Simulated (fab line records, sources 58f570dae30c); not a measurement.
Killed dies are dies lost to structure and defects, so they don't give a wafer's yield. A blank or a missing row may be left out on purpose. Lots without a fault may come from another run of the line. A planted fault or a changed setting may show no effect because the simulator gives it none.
Which tool did it? | flow berkeley_cmos170 | 7 lots, 21 wafers sampled, at 1 step of a route of 331

WHAT THE GAUGES READ, wafer by wafer
UCB170_GATE_CD_MEAS_12: target cd 350 nm.
lot  | measured     | on        | cd_nm (nm)
L114 | day 7 05:46  | cd_sem-01 | 352.5 352.4 351.8
L117 | day 8 02:28  | cd_sem-01 | 350.4 352.1 350.2
L118 | day 8 18:22  | cd_sem-02 | 350.2 350.5 349.3
L122 | day 9 01:16  | cd_sem-01 | 351.3 349.9 350.6
L124 | day 9 17:13  | cd_sem-02 | 347.4 348.8 348.7
L131 | day 10 07:46 | cd_sem-02 | 348.7 349.4 349.3
L132 | day 10 11:04 | cd_sem-01 | 349.9 350.2 349.7

WHICH TOOL RAN EACH LOT (tool, then ch and the chambers of the sampled wafers, then the start)
The record holds no process step before these readings.

THE ANSWER, worked out from the rows above alone
Rule: what is usual is taken from the lots themselves. Put in order of their means at a reading, lots are off if they are a third of the lots or fewer, leave a main group of 4 or more, and stand apart from it by a gap of 3 or more times the standard deviation of the main group's means; of several such gaps the widest counts. A main group whose means are all the same, to the digits that the tables above print for the reading, isn't used. A lot without any number at a reading at which 4 lots or more have one is off too. The other lots that the step has rows for count as sound.
No lot is off at any reading shown: from this, nothing can be told.

WHAT THE SIMULATOR HAD PUT IN
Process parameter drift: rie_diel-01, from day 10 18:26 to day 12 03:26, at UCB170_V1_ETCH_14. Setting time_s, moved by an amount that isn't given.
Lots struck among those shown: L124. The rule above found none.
